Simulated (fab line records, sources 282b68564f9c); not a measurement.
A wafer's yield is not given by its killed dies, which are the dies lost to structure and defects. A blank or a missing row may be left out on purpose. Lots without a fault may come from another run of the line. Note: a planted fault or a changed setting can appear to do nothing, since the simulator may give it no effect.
Struck lot and sound lot, side by side ; flow rit_cmos ; 15 steps out of a route of 202
Sound: these wafers, L709.1, L709.4, L709.5. Wafers struck: L717.2, L717.3, L717.4. At the end, the cause is stated.
Each step with rows lists, per side, the tool, then ch with its chambers, then its first start. Under that, the readings that differ: sound wafers ; struck wafers ; difference of the means ; sigmas: that difference in standard deviations of wafers without a fault.
alike: same words and numbers on both sides, and readings whose means sit less than 2 such deviations apart. not compared: any withheld reading, any reading some wafer has no value for, any bound like >300 that may hide the same value, and any number with overlapping values for which the record gives no deviation.
Wherever a step has rows on one side only, a row that says differs or no value, or a row with sigmas, the two part there. When numbers do not overlap yet have no deviation, they are printed without sigmas and do not part them. Lack of a reading on every wafer of one side parts them only where that side has two or more wafers.

first, 1 step without rows for these wafers: RIT_CONTACT_CLEAN_14 (cleans in SC2, time 600 s).
RIT_M1_SPUTTER_00: material Al, target thk 400 nm, time 500 s.
  struck on pvd_sputter-04, day 6 15:08; sound on pvd_sputter-04, day 5 00:54
  alike: throttle_valve_pct
RIT_M1_RS_MEAS_01: a four-point-probe measurement.
  struck on film_metro-02, day 6 15:27; sound on film_metro-02, day 5 01:12
  alike: M1_AL_RS
RIT_M1_THK_MEAS_02: measures by xrf.
  struck on film_metro-02, day 6 15:34; sound on film_metro-02, day 5 01:19
  alike: M1_AL_THK
then, 6 steps without rows for these wafers: RIT_M1_HMDS_03 (prime time 60 s); RIT_M1_COAT_04 (resist thk 1310 nm); RIT_M1_SOFTBAKE_05 (time 60 s); RIT_M1_EXPOSE_06 (exposes mask M12, target cd 2600 nm); RIT_M1_PEB_07; RIT_M1_DEVELOP_08 (develop time 70.86 s).
RIT_M1_CD_MEAS_09 targets a cd of 2600 nm.
  struck on cd_sem-02, day 6 16:31; sound on cd_sem-02, day 5 02:40
  alike: cd_nm
RIT_M1_OVL_MEAS_10:
  struck on overlay-02, day 6 16:37; sound on overlay-01, day 5 02:47
  alike: M1_OVL
RIT_M1_HARDBAKE_11: time 120 s.
  sound on litho_track-01 ch 0, day 5 02:52; struck on litho_track-01 ch 0, day 6 16:41
reading;sound;struck;difference;sigmas
heater_power_total_W (W);51.98 52.14 52.10;51.35 51.31 51.29;-0.76;-12
plate_temp_C (C);140.29 140.04 140.18;138.21 138.10 138.02;-2.06;-14
  alike: resist_line_temp_C
RIT_M1_METAL_ETCH_12: etches Al in Cl2/BCl3, stops on SiO2, time 165 s, target depth 600 nm.
  sound on rie_metal-04 ch 0,1, day 5 03:07; struck on rie_metal-01 ch 0,1, day 6 16:53
  alike: drypump_motor_current_A, oes_product_au, throttle_valve_pct
  not compared: rf_hours_counter_h
RIT_M1_PROBE_99:
  struck on prober-01, day 6 19:12; sound on prober-02, day 5 05:22
  alike: defect_limited_yield, killed_at_contacts, killed_at_front_end, killed_dies, killed_open, killed_short, sort_bin_3_pad_short, sort_bin_5_function, sort_bin_6_memory, sort_n_pass, sort_yield_pct

== WHERE THEY PART ==
Only at RIT_M1_HARDBAKE_11, as far as this record shows. Later steps at which nothing parts them and some readings are alike: RIT_M1_METAL_ETCH_12, RIT_M1_PROBE_99.

WHY: what had been put in by the simulator
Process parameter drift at RIT_M1_HARDBAKE_11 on litho_track-01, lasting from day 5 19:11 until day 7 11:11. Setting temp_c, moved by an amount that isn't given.
